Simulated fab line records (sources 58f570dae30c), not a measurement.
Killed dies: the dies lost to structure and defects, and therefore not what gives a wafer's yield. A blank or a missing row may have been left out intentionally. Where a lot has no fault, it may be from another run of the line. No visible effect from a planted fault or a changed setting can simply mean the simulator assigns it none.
fab line records + flow berkeley-cmos170
[record]
- lots = 15
- wafers = 45
- last-day = 12
route steps=331 shown PLDD@155 NLDD@168 M2@287 V2@292 M3@312
lots that met no fault: from a run of the same line without faults
start-h: hours from the record's opening day to when the first of the lot's shown wafers began + wait-h: hours since the lot's step before + " unchanged from the row above + L1.1+2: a single row standing in for several wafers + - value missing, or start not given + * or withheld: withheld + < > ~ a bound
route shown NAME@n: names a module that has steps shown in the file, with the first one's number in the route + usual: mean/standard deviation taken from wafers without a fault + same: alike in all rows + chamber/n: place in a boat + sites: per-site readings + _std_site: standard deviation across them + _edge_site: outer sites' mean less inner sites' + radius-mm: for every site, how far away it sits from the centre of the wafer + mask NAME#n: copy n + behind: the last tool/chamber to shape the wafer + hold: reason for holding the lot/hours on hold/outcome of the hold + device: names the non-switching transistor (n, p or np) + end of line: tests run on the same wafers once the route is complete + step lacking rows: just its recipe + killed: count of dies lost to structure and defects at first sort (not the wafer's yield) + map: a wafer's dies, marking killed ones x, the rest . and places with no die _
set.NAME: the run value of the setting; set.NAME@STEP: its run value at that earlier step + model.NAME: the simulator's own value behind a step, which no gauge read
route steps across a sampled set of lots; one table per step, one row per wafer
services: a tool's chamber out of use, with start hour (start-h, from the record's first day; less than 0 if before it), hours out, and reason
[[steps]]
[step UCB170_PLDD_STRIP_10]
[recipe]
- chemistry = O2
- power-w = 400
- pressure-mtorr = 3500
- platen-temp-c = withheld
- o2-flow-sccm = 400
- overash-fraction = 0.5
[usual]
- chamber-pressure-mTorr = 3500/3.3
- drypump-motor-current-A = 5.7/0.43
- oes-product-au = 0.734/0.0043
- overash-fraction = 0.5/0
- strip-time-to-endpoint-s = 21.61/0.069
| lot.wafer | tool            | chamber | start-h | wait-h | chamber-pressure-mTorr | drypump-motor-current-A | oes-product-au | overash-fraction | rf-hours-counter-h | strip-time-to-endpoint-s |
|-----------|-----------------|---------|---------|--------|------------------------|-------------------------|----------------|------------------|--------------------|--------------------------|
| L194.2    | plasma-asher-03 | 0       | 116.10  | 0.1    | 3499                   | 6.0                     | 0.733          | 0.5              | 42                 | 21.57                    |
| L194.4    | "               | 1       | "       | "      | 3503                   | 5.5                     | 0.731          | 0.5              | -                  | 21.55                    |
| L194.5    | "               | 0       | "       | "      | 3501                   | 6.0                     | 0.737          | 0.5              | -                  | 21.53                    |
| L196.1    | plasma-asher-02 | 1       | 134.60  | 0.1    | 3496                   | 6.6                     | 0.738          | 0.5              | 33                 | 21.66                    |
| L196.2    | "               | 0       | "       | "      | 3499                   | 5.8                     | 0.738          | 0.5              | 33                 | 21.66                    |
| L196.6    | "               | 1       | "       | "      | 3499                   | 6.5                     | 0.733          | 0.5              | -                  | 21.68                    |
| L197.1    | plasma-asher-03 | 0       | 134.79  | 0.1    | 3493                   | 6.0                     | 0.732          | 0.5              | 44                 | 21.79                    |
| L197.4    | "               | 0       | "       | "      | 3496                   | 6.0                     | 0.731          | 0.5              | -                  | 21.73                    |
| L197.6    | "               | 0       | "       | "      | 3504                   | 6.0                     | 0.727          | 0.5              | -                  | 21.71                    |
| L199.1    | plasma-asher-01 | 1       | 150.23  | 0.1    | 3495                   | 5.5                     | 0.730          | 0.5              | 46                 | 21.57                    |
| L199.2    | "               | 0       | "       | "      | 3497                   | 5.1                     | 0.740          | 0.5              | 46                 | 21.59                    |
| L199.6    | "               | 0       | "       | "      | 3496                   | 5.1                     | 0.728          | 0.5              | -                  | 21.51                    |
| L200.1    | plasma-asher-02 | 1       | 157.76  | 0.1    | 3499                   | 6.5                     | 0.733          | 0.5              | 36                 | 21.59                    |
| L200.3    | "               | 0       | "       | "      | 3501                   | 5.8                     | 0.736          | 0.5              | -                  | 21.62                    |
| L200.6    | "               | 1       | "       | "      | 3501                   | 6.6                     | 0.729          | 0.5              | -                  | 21.60                    |
| L205.1    | plasma-asher-01 | 0       | 178.63  | 0.1    | 3504                   | 5.1                     | 0.739          | 0.5              | 49                 | 21.58                    |
| L205.3    | "               | 0       | "       | "      | 3503                   | 5.1                     | 0.739          | 0.5              | -                  | 21.57                    |
| L205.6    | "               | 0       | "       | "      | 3503                   | 5.1                     | 0.734          | 0.5              | -                  | 21.57                    |
| L208.1    | plasma-asher-01 | 1       | 192.60  | 0.1    | 3495                   | 5.6                     | 0.733          | 0.5              | 50                 | 21.57                    |
| L208.4    | "               | 1       | "       | "      | 3499                   | 5.5                     | 0.739          | 0.5              | -                  | 21.60                    |
| L208.6    | "               | 1       | "       | "      | 3491                   | 5.5                     | 0.733          | 0.5              | -                  | 21.58                    |
| L206.1    | plasma-asher-01 | 1       | 193.15  | 0.1    | 3499                   | 5.5                     | 0.736          | 0.5              | 50                 | 21.62                    |
| L206.5    | "               | 0       | "       | "      | 3498                   | 5.1                     | 0.733          | 0.5              | -                  | 21.55                    |
| L206.6    | "               | 1       | "       | "      | 3499                   | 5.5                     | 0.726          | 0.5              | -                  | 21.62                    |
| L207.1    | plasma-asher-03 | 0       | 193.36  | 0.1    | 3500                   | 6.0                     | 0.745          | 0.5              | 50                 | 21.69                    |
| L207.4    | "               | 0       | "       | "      | 3496                   | 6.0                     | 0.742          | 0.5              | -                  | 21.74                    |
| L207.5    | "               | 1       | "       | "      | 3503                   | 5.5                     | 0.741          | 0.5              | -                  | 21.71                    |
| L209.1    | plasma-asher-01 | 1       | 205.97  | 0.1    | 3495                   | 5.5                     | 0.733          | 0.5              | 52                 | 21.66                    |
| L209.4    | "               | 1       | "       | "      | 3503                   | 5.5                     | 0.730          | 0.5              | -                  | 21.62                    |
| L209.5    | "               | 1       | "       | "      | 3501                   | 5.5                     | 0.739          | 0.5              | -                  | 21.62                    |
| L211.2    | plasma-asher-03 | 0       | 218.77  | 0.1    | -                      | -                       | -              | -                | -                  | -                        |
| L211.5    | "               | 1       | "       | "      | -                      | -                       | -              | -                | -                  | -                        |
| L211.6    | "               | 0       | "       | "      | -                      | -                       | -              | -                | -                  | -                        |
| L212.3    | plasma-asher-03 | 0       | 219.87  | 0.1    | -                      | -                       | -              | -                | -                  | -                        |
| L212.4    | "               | 1       | "       | "      | -                      | -                       | -              | -                | -                  | -                        |
| L212.5    | "               | 1       | "       | "      | -                      | -                       | -              | -                | -                  | -                        |
| L213.1    | plasma-asher-02 | 0       | 220.22  | 0.1    | -                      | -                       | -              | -                | -                  | -                        |
| L213.3    | "               | 1       | "       | "      | -                      | -                       | -              | -                | -                  | -                        |
| L213.5    | "               | 0       | "       | "      | -                      | -                       | -              | -                | -                  | -                        |
| L210.1    | plasma-asher-03 | 1       | 220.50  | 0.1    | 3499                   | 5.5                     | 0.733          | 0.5              | 52                 | 21.60                    |
| L210.2    | "               | 0       | "       | "      | 3498                   | 6.0                     | 0.733          | 0.5              | 52                 | 21.58                    |
| L210.5    | "               | 0       | "       | "      | 3503                   | 6.0                     | 0.738          | 0.5              | -                  | 21.57                    |
| L215.2    | plasma-asher-02 | 0       | 240.43  | 0.1    | 3505                   | 5.8                     | 0.733          | 0.5              | 44                 | 21.48                    |
| L215.3    | "               | 1       | "       | "      | 3501                   | 6.5                     | 0.733          | 0.5              | -                  | 21.51                    |
| L215.6    | "               | 1       | "       | "      | 3508                   | 6.5                     | 0.731          | 0.5              | -                  | 21.50                    |
[step UCB170_NLDD_STRIP_10]
[recipe]
- chemistry = O2
- power-w = 400
- pressure-mtorr = 3500
- platen-temp-c = withheld
- o2-flow-sccm = 400
- overash-fraction = 0.5
[usual]
- chamber-pressure-mTorr = 3500/3.2
- drypump-motor-current-A = 5.7/0.5
- oes-product-au = 0.735/0.0046
- strip-time-to-endpoint-s = 21.63/0.069
[same]
- overash-fraction = 0.5
| lot.wafer | tool            | chamber | start-h | wait-h | chamber-pressure-mTorr | drypump-motor-current-A | oes-product-au | rf-hours-counter-h | strip-time-to-endpoint-s |
|-----------|-----------------|---------|---------|--------|------------------------|-------------------------|----------------|--------------------|--------------------------|
| L194.2    | plasma-asher-01 | 0       | 118.55  | 0.1    | 3495                   | 5.1                     | 0.733          | 43                 | 21.71                    |
| L194.4    | "               | 0       | "       | "      | 3497                   | 5.1                     | 0.724          | -                  | 21.64                    |
| L194.5    | "               | 0       | "       | "      | 3500                   | 5.1                     | 0.735          | -                  | 21.65                    |
| L196.1    | plasma-asher-04 | 0       | 137.13  | 0.1    | 3498                   | 6.3                     | 0.735          | 2                  | 21.67                    |
| L196.2    | "               | 1       | "       | "      | 3501                   | 5.3                     | 0.733          | 2                  | 21.61                    |
| L196.6    | "               | 0       | "       | "      | 3497                   | 6.3                     | 0.740          | -                  | 21.59                    |
| L197.1    | plasma-asher-02 | 0       | 137.57  | 0.1    | 3499                   | 5.8                     | 0.731          | 34                 | 21.55                    |
| L197.4    | "               | 0       | "       | "      | 3499                   | 5.8                     | 0.740          | -                  | 21.61                    |
| L197.6    | "               | 1       | "       | "      | 3501                   | 6.5                     | 0.737          | -                  | 21.54                    |
| L199.1    | plasma-asher-02 | 1       | 152.40  | 0.1    | 3507                   | 6.6                     | 0.737          | 35                 | 21.65                    |
| L199.2    | "               | 0       | "       | "      | 3503                   | 5.8                     | 0.734          | 35                 | 21.61                    |
| L199.6    | "               | 0       | "       | "      | 3498                   | 5.8                     | 0.742          | -                  | 21.61                    |
| L200.1    | plasma-asher-04 | 0       | 159.72  | 0.1    | 3497                   | 6.3                     | 0.739          | 4                  | 21.62                    |
| L200.3    | "               | 0       | "       | "      | 3499                   | 6.2                     | 0.735          | -                  | 21.62                    |
| L200.6    | "               | 0       | "       | "      | 3503                   | 6.3                     | 0.744          | -                  | 21.64                    |
| L205.1    | plasma-asher-02 | 0       | 180.26  | 0.1    | 3495                   | 5.8                     | 0.741          | 38                 | 21.68                    |
| L205.3    | "               | 0       | "       | "      | 3500                   | 5.8                     | 0.733          | -                  | 21.68                    |
| L205.6    | "               | 1       | "       | "      | 3500                   | 6.5                     | 0.728          | -                  | 21.67                    |
| L208.1    | plasma-asher-01 | 1       | 195.36  | 0.1    | 3507                   | 5.5                     | 0.733          | 51                 | 21.80                    |
| L208.4    | "               | 0       | "       | "      | 3495                   | 5.1                     | 0.726          | -                  | 21.82                    |
| L208.6    | "               | 1       | "       | "      | 3505                   | 5.5                     | 0.741          | -                  | 21.75                    |
| L207.1    | plasma-asher-04 | 0       | 196.07  | 0.1    | 3498                   | 6.3                     | 0.732          | 8                  | 21.68                    |
| L207.4    | "               | 0       | "       | "      | 3503                   | 6.3                     | 0.732          | -                  | 21.61                    |
| L207.5    | "               | 0       | "       | "      | 3500                   | 6.3                     | 0.734          | -                  | 21.57                    |
| L206.1    | plasma-asher-01 | 1       | 196.29  | 0.1    | 3502                   | 5.5                     | 0.728          | 51                 | 21.65                    |
| L206.5    | "               | 0       | "       | "      | 3499                   | 5.1                     | 0.738          | -                  | 21.66                    |
| L206.6    | "               | 1       | "       | "      | 3499                   | 5.5                     | 0.727          | -                  | 21.68                    |
| L209.1    | plasma-asher-04 | 1       | 207.84  | 0.1    | 3503                   | 5.3                     | 0.735          | 9                  | 21.69                    |
| L209.4    | "               | 0       | "       | "      | 3496                   | 6.3                     | 0.733          | -                  | 21.66                    |
| L209.5    | "               | 1       | "       | "      | 3498                   | 5.3                     | 0.736          | -                  | 21.59                    |
| L211.2    | plasma-asher-01 | 0       | 221.87  | 0.1    | 3498                   | 5.1                     | 0.733          | 54                 | 47.82                    |
| L211.5    | "               | 0       | "       | "      | 3497                   | 5.1                     | 0.740          | -                  | 47.82                    |
| L211.6    | "               | 1       | "       | "      | 3495                   | 5.5                     | 0.742          | -                  | 47.77                    |
| L212.3    | plasma-asher-04 | 1       | 222.78  | 0.1    | 3501                   | 5.3                     | 0.738          | -                  | 47.69                    |
| L212.4    | "               | 0       | "       | "      | 3503                   | 6.3                     | 0.737          | -                  | 47.71                    |
| L212.5    | "               | 0       | "       | "      | 3502                   | 6.3                     | 0.745          | -                  | 47.63                    |
| L213.1    | plasma-asher-04 | 0       | 222.87  | 0.1    | 3500                   | 6.3                     | 0.728          | 11                 | 47.79                    |
| L213.3    | "               | 1       | "       | "      | 3499                   | 5.3                     | 0.746          | -                  | 47.65                    |
| L213.5    | "               | 0       | "       | "      | 3503                   | 6.3                     | 0.745          | -                  | 47.66                    |
| L210.1    | plasma-asher-01 | 0       | 223.04  | 0.1    | 3500                   | 5.2                     | 0.735          | 54                 | 21.65                    |
| L210.2    | "               | 1       | "       | "      | 3501                   | 5.5                     | 0.741          | 54                 | 21.68                    |
| L210.5    | "               | 0       | "       | "      | 3495                   | 5.2                     | 0.728          | -                  | 21.66                    |
| L215.2    | plasma-asher-01 | 1       | 242.65  | 0.1    | 3504                   | 5.5                     | 0.735          | 56                 | 21.54                    |
| L215.3    | "               | 1       | "       | "      | 3506                   | 5.5                     | 0.738          | -                  | 21.52                    |
| L215.6    | "               | 1       | "       | "      | 3495                   | 5.6                     | 0.727          | -                  | 21.60                    |
[step UCB170_NLDD_TW_MEAS_11]
[usual]
- NLDD_TW = 2238/35
| lot.wafer | tool          | chamber | start-h | wait-h | NLDD_TW |
|-----------|---------------|---------|---------|--------|---------|
| L194.2    | film-metro-02 | -       | 118.66  | 0.1    | 2293    |
| L194.4    | "             | -       | "       | "      | 2298    |
| L194.5    | "             | -       | "       | "      | 2303    |
| L196.1    | film-metro-03 | -       | 137.23  | 0.1    | 2219    |
| L196.2    | "             | -       | "       | "      | 2220    |
| L196.6    | "             | -       | "       | "      | 2229    |
| L197.1    | film-metro-01 | -       | 137.67  | 0.1    | 2213    |
| L197.4    | "             | -       | "       | "      | 2216    |
| L197.6    | "             | -       | "       | "      | 2214    |
| L199.1    | film-metro-02 | -       | 152.50  | 0.1    | 2290    |
| L199.2    | "             | -       | "       | "      | 2279    |
| L199.6    | "             | -       | "       | "      | 2300    |
| L200.1    | film-metro-01 | -       | 159.82  | 0.1    | 2199    |
| L200.3    | "             | -       | "       | "      | 2198    |
| L200.6    | "             | -       | "       | "      | 2192    |
| L205.1    | film-metro-02 | -       | 180.36  | 0.1    | 2271    |
| L205.3    | "             | -       | "       | "      | 2285    |
| L205.6    | "             | -       | "       | "      | 2283    |
| L208.1    | film-metro-01 | -       | 195.46  | 0.1    | 2224    |
| L208.4    | "             | -       | "       | "      | 2212    |
| L208.6    | "             | -       | "       | "      | 2215    |
| L207.1    | film-metro-03 | -       | 196.17  | 0.1    | 2243    |
| L207.4    | "             | -       | "       | "      | 2244    |
| L207.5    | "             | -       | "       | "      | 2247    |
| L206.1    | film-metro-01 | -       | 196.39  | 0.1    | 2213    |
| L206.5    | "             | -       | "       | "      | 2207    |
| L206.6    | "             | -       | "       | "      | 2230    |
| L209.1    | film-metro-01 | -       | 207.94  | 0.1    | 2206    |
| L209.4    | "             | -       | "       | "      | 2193    |
| L209.5    | "             | -       | "       | "      | 2205    |
| L211.2    | film-metro-03 | -       | 221.98  | 0.1    | 30      |
| L211.5    | "             | -       | "       | "      | 30      |
| L211.6    | "             | -       | "       | "      | 30      |
| L212.3    | film-metro-01 | -       | 222.87  | 0.1    | 30      |
| L212.4    | "             | -       | "       | "      | 30      |
| L212.5    | "             | -       | "       | "      | 30      |
| L213.1    | film-metro-03 | -       | 222.97  | 0.1    | 30      |
| L213.3    | "             | -       | "       | "      | 30      |
| L213.5    | "             | -       | "       | "      | 30      |
| L210.1    | film-metro-02 | -       | 223.14  | 0.1    | 2281    |
| L210.2    | "             | -       | "       | "      | 2277    |
| L210.5    | "             | -       | "       | "      | 2288    |
| L215.2    | film-metro-01 | -       | 242.76  | 0.1    | 2213    |
| L215.3    | "             | -       | "       | "      | 2219    |
| L215.6    | "             | -       | "       | "      | 2218    |
[step UCB170_M2_OVL_MEAS_16]
[usual]
- M2_OVL = -2/5.7
| lot.wafer | tool       | chamber | start-h | wait-h | M2_OVL[nm] |
|-----------|------------|---------|---------|--------|------------|
| L194.2    | overlay-01 | -       | 152.63  | 0.1    | -3         |
| L194.4    | "          | -       | "       | "      | -1         |
| L194.5    | "          | -       | "       | "      | -3         |
| L196.1    | overlay-01 | -       | 166.46  | 0.1    | 3          |
| L196.2    | "          | -       | "       | "      | -7         |
| L196.6    | "          | -       | "       | "      | -2         |
| L197.1    | overlay-02 | -       | 166.67  | 0.1    | -13        |
| L197.4    | "          | -       | "       | "      | -6         |
| L197.6    | "          | -       | "       | "      | -14        |
| L199.1    | overlay-02 | -       | 185.00  | 0.1    | 5          |
| L199.2    | "          | -       | "       | "      | 8          |
| L199.6    | "          | -       | "       | "      | 9          |
| L200.1    | overlay-02 | -       | 185.28  | 0.1    | -2         |
| L200.3    | "          | -       | "       | "      | -8         |
| L200.6    | "          | -       | "       | "      | -3         |
| L205.1    | overlay-01 | -       | 207.96  | 0.1    | 1          |
| L205.3    | "          | -       | "       | "      | 0          |
| L205.6    | "          | -       | "       | "      | 8          |
| L206.1    | overlay-02 | -       | 224.28  | 0.1    | 0          |
| L206.5    | "          | -       | "       | "      | 5          |
| L206.6    | "          | -       | "       | "      | -4         |
| L208.1    | overlay-02 | -       | 224.56  | 0.1    | -7         |
| L208.4    | "          | -       | "       | "      | 2          |
| L208.6    | "          | -       | "       | "      | 1          |
| L207.1    | overlay-01 | -       | 227.40  | 0.1    | -1         |
| L207.4    | "          | -       | "       | "      | -2         |
| L207.5    | "          | -       | "       | "      | 9          |
| L209.1    | overlay-02 | -       | 234.44  | 0.1    | 7          |
| L209.4    | "          | -       | "       | "      | 3          |
| L209.5    | "          | -       | "       | "      | 1          |
| L213.1    | overlay-02 | -       | 248.69  | 0.1    | 7          |
| L213.3    | "          | -       | "       | "      | 7          |
| L213.5    | "          | -       | "       | "      | 11         |
| L212.3    | overlay-02 | -       | 249.02  | 0.1    | -2         |
| L212.4    | "          | -       | "       | "      | 0          |
| L212.5    | "          | -       | "       | "      | -5         |
| L211.2    | overlay-01 | -       | 249.29  | 0.1    | -7         |
| L211.5    | "          | -       | "       | "      | 1          |
| L211.6    | "          | -       | "       | "      | -3         |
| L210.1    | overlay-01 | -       | 249.83  | 0.1    | -2         |
| L210.2    | "          | -       | "       | "      | -1         |
| L210.5    | "          | -       | "       | "      | -5         |
| L215.2    | overlay-02 | -       | 269.07  | 0.1    | -2         |
| L215.3    | "          | -       | "       | "      | -2         |
| L215.6    | "          | -       | "       | "      | -3         |
[step UCB170_V2_CVD_00]
[recipe]
- material = SiO2
- target-thk-nm = 2000
- temp-c = 390
- precursor = TEOS/O2
- time-s = 250
- rf-w = 550
- pressure-mtorr = 9000
[usual]
- heater-power-w = 273/55
| lot.wafer | tool     | chamber | start-h | wait-h | heater-power-w | since-wet-clean-h |
|-----------|----------|---------|---------|--------|----------------|-------------------|
| L194.2    | pecvd-04 | 2       | 153.11  | 0.1    | 251            | 125               |
| L194.4    | "        | 2       | "       | "      | 193            | -                 |
| L194.5    | "        | 0       | "       | "      | 343            | -                 |
| L196.1    | pecvd-01 | 2       | 167.15  | 0.1    | 225            | 353               |
| L196.2    | "        | 1       | "       | "      | 418            | 353               |
| L196.6    | "        | 2       | "       | "      | 283            | -                 |
| L197.1    | pecvd-03 | 0       | 167.34  | 0.1    | 247            | 246               |
| L197.4    | "        | 0       | "       | "      | 161            | -                 |
| L197.6    | "        | 1       | "       | "      | 239            | -                 |
| L199.1    | pecvd-04 | 1       | 185.49  | 0.1    | 259            | 157               |
| L199.2    | "        | 2       | "       | "      | 280            | 157               |
| L199.6    | "        | 1       | "       | "      | 341            | -                 |
| L200.1    | pecvd-03 | 1       | 185.77  | 0.1    | 327            | 264               |
| L200.3    | "        | 2       | "       | "      | 284            | 264               |
| L200.6    | "        | 1       | "       | "      | 234            | -                 |
| L205.1    | pecvd-01 | 0       | 208.44  | 0.1    | 316            | 394               |
| L205.3    | "        | 1       | "       | "      | 401            | 394               |
| L205.6    | "        | 2       | "       | "      | 209            | -                 |
| L206.1    | pecvd-04 | 0       | 224.77  | 0.1    | 318            | 196               |
| L206.5    | "        | 1       | "       | "      | 347            | -                 |
| L206.6    | "        | 0       | "       | "      | 247            | -                 |
| L208.1    | pecvd-01 | 2       | 225.04  | 0.1    | 290            | 411               |
| L208.4    | "        | 1       | "       | "      | 315            | -                 |
| L208.6    | "        | 2       | "       | "      | 202            | -                 |
| L207.1    | pecvd-03 | 0       | 227.88  | 0.1    | 238            | 306               |
| L207.4    | "        | 0       | "       | "      | 163            | -                 |
| L207.5    | "        | 2       | "       | "      | 241            | -                 |
| L209.1    | pecvd-04 | 0       | 234.93  | 0.1    | 328            | 206               |
| L209.4    | "        | 1       | "       | "      | 346            | -                 |
| L209.5    | "        | 2       | "       | "      | 271            | -                 |
| L213.1    | pecvd-03 | 2       | 249.17  | 0.1    | 311            | 328               |
| L213.3    | "        | 1       | "       | "      | 277            | 328               |
| L213.5    | "        | 2       | "       | "      | 244            | -                 |
| L212.3    | pecvd-04 | 1       | 249.49  | 0.1    | 320            | 221               |
| L212.4    | "        | 1       | "       | "      | 252            | -                 |
| L212.5    | "        | 2       | "       | "      | 193            | -                 |
| L211.2    | pecvd-03 | 1       | 249.77  | 0.1    | 337            | 328               |
| L211.5    | "        | 1       | "       | "      | 242            | -                 |
| L211.6    | "        | 2       | "       | "      | 246            | -                 |
| L210.1    | pecvd-04 | 2       | 250.32  | 0.1    | 209            | 222               |
| L210.2    | "        | 1       | "       | "      | 349            | 222               |
| L210.5    | "        | 0       | "       | "      | 244            | -                 |
| L215.2    | pecvd-04 | 2       | 269.55  | 0.1    | 271            | 241               |
| L215.3    | "        | 0       | "       | "      | 342            | 241               |
| L215.6    | "        | 2       | "       | "      | 197            | -                 |
[step UCB170_M3_THK_MEAS_03]
[recipe]
- thk-meas-gauge = xrf
- reads = Al_of_M3_SPUTTER_01
[usual]
- M3_AL_THK = 924/11
| lot.wafer | tool          | chamber | start-h | wait-h | M3_AL_THK[nm] |
|-----------|---------------|---------|---------|--------|---------------|
| L194.2    | film-metro-01 | -       | 156.41  | 0.1    | 909           |
| L194.4    | "             | -       | "       | "      | 918           |
| L194.5    | "             | -       | "       | "      | 914           |
| L196.1    | film-metro-02 | -       | 170.43  | 0.1    | 940           |
| L196.2    | "             | -       | "       | "      | 928           |
| L196.6    | "             | -       | "       | "      | 936           |
| L197.1    | film-metro-01 | -       | 170.70  | 0.1    | 934           |
| L197.4    | "             | -       | "       | "      | 927           |
| L197.6    | "             | -       | "       | "      | 921           |
| L199.1    | film-metro-01 | -       | 191.62  | 0.1    | 932           |
| L199.2    | "             | -       | "       | "      | 926           |
| L199.6    | "             | -       | "       | "      | 912           |
| L200.1    | film-metro-03 | -       | 191.86  | 0.1    | 898           |
| L200.3    | "             | -       | "       | "      | 904           |
| L200.6    | "             | -       | "       | "      | 895           |
| L205.1    | film-metro-03 | -       | 211.11  | 0.1    | 920           |
| L205.3    | "             | -       | "       | "      | 906           |
| L205.6    | "             | -       | "       | "      | 906           |
| L206.1    | film-metro-03 | -       | 227.86  | 0.1    | 925           |
| L206.5    | "             | -       | "       | "      | 918           |
| L206.6    | "             | -       | "       | "      | 918           |
| L208.1    | film-metro-02 | -       | 228.18  | 0.1    | 945           |
| L208.4    | "             | -       | "       | "      | 940           |
| L208.6    | "             | -       | "       | "      | 941           |
| L207.1    | film-metro-01 | -       | 231.10  | 0.1    | 933           |
| L207.4    | "             | -       | "       | "      | 930           |
| L207.5    | "             | -       | "       | "      | 930           |
| L209.1    | film-metro-01 | -       | 238.24  | 0.1    | 932           |
| L209.4    | "             | -       | "       | "      | 945           |
| L209.5    | "             | -       | "       | "      | 934           |
| L213.1    | film-metro-01 | -       | 252.01  | 0.1    | 929           |
| L213.3    | "             | -       | "       | "      | 926           |
| L213.5    | "             | -       | "       | "      | 936           |
| L212.3    | film-metro-02 | -       | 252.20  | 0.1    | 933           |
| L212.4    | "             | -       | "       | "      | 929           |
| L212.5    | "             | -       | "       | "      | 934           |
| L211.2    | film-metro-01 | -       | 252.46  | 0.1    | 930           |
| L211.5    | "             | -       | "       | "      | 919           |
| L211.6    | "             | -       | "       | "      | 925           |
| L210.1    | film-metro-03 | -       | 252.87  | 0.1    | 905           |
| L210.2    | "             | -       | "       | "      | 917           |
| L210.5    | "             | -       | "       | "      | 907           |
| L215.2    | film-metro-01 | -       | 272.33  | 0.1    | 912           |
| L215.3    | "             | -       | "       | "      | 911           |
| L215.6    | "             | -       | "       | "      | 911           |
[[services]]
| tool            | chamber | start-h | hours | kind        |
|-----------------|---------|---------|-------|-------------|
| pecvd-03        | -       | 92.18   | 28.1  | pm          |
| pecvd-04        | 0       | 106.14  | 22.0  | repair      |
| plasma-asher-04 | -       | 108.75  | 9.0   | pm          |
| plasma-asher-04 | 0       | 108.75  | 9.0   | vent-cycle  |
| plasma-asher-04 | 1       | 108.75  | 9.0   | vent-cycle  |
| plasma-asher-04 | 0       | 117.75  | -     | clean       |
| plasma-asher-04 | 1       | 117.75  | -     | clean       |
| pecvd-04        | -       | 140.72  | 2.8   | pm          |
| pecvd-01        | -       | 144.76  | 0.8   | pm          |
| pecvd-03        | -       | 147.91  | 1.8   | repair      |
| pecvd-01        | 0       | 183.62  | 17.4  | repair      |
| pecvd-03        | 1       | 195.57  | 27.0  | repair      |
| pecvd-04        | 0       | 197.84  | 6.6   | repair      |
| plasma-asher-02 | -       | 206.09  | 1.5   | repair      |
| pecvd-03        | 1       | 211.05  | -     | calibration |
| pecvd-04        | -       | 218.55  | 0.7   | repair      |
| pecvd-03        | 1       | 223.71  | 23.0  | repair      |
| pecvd-01        | -       | 237.33  | 0.7   | repair      |
| plasma-asher-02 | -       | 242.49  | 5.4   | repair      |
| pecvd-01        | -       | 242.50  | 14.0  | pm          |
| pecvd-01        | 0       | 242.50  | 14.0  | vent-cycle  |
| pecvd-01        | 1       | 242.50  | 14.0  | vent-cycle  |
| plasma-asher-01 | -       | 248.32  | 14.6  | pm          |
| pecvd-03        | -       | 261.50  | 0.5   | repair      |
[[key]]
[first-sign]
- step = UCB170_PLDD_STRIP_10
- reading = tool-record
- direction = missing
[effect]
- step = UCB170_NLDD_STRIP_10
- reading = strip-time-to-endpoint-s
- direction = up
- sigmas = 99+
- usual = *
- struck = *
[effect]
- step = UCB170_NLDD_TW_MEAS_11
- reading = NLDD_TW
- direction = down
- sigmas = 63
- usual = 2238
- struck = 30
met-at UCB170_PLDD_STRIP_10
struck-lots L211,L212,L213
sort-left-out L211.2,L211.5,L211.6,L212.3,L212.4,L212.5,L213.1,L213.3,L213.5
tester-left-out L211,L212,L213
not-acting-at UCB170_M2_OVL_MEAS_16,UCB170_V2_CVD_00,UCB170_M3_THK_MEAS_03
onset-between 193.36 218.77
[fault]
- kind = skipped-step-whole
- tool = plasma-asher-02,plasma-asher-03
- chamber = -
- onset-h = 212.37
- steps = UCB170_PLDD_STRIP_10
- scope = struck-lots-only
// tester-left-out: of these lots the tester's yield and bins aren't shown, on N5 and GAA mostly nor the transistor test; their killed dies are dies lost to structure and defects alone, not to doping, threshold or leakage, so they don't give the yield
// sort-left-out: the simulated sort isn't trusted on such a fault, so these wafers' sort isn't shown, and their yield isn't known
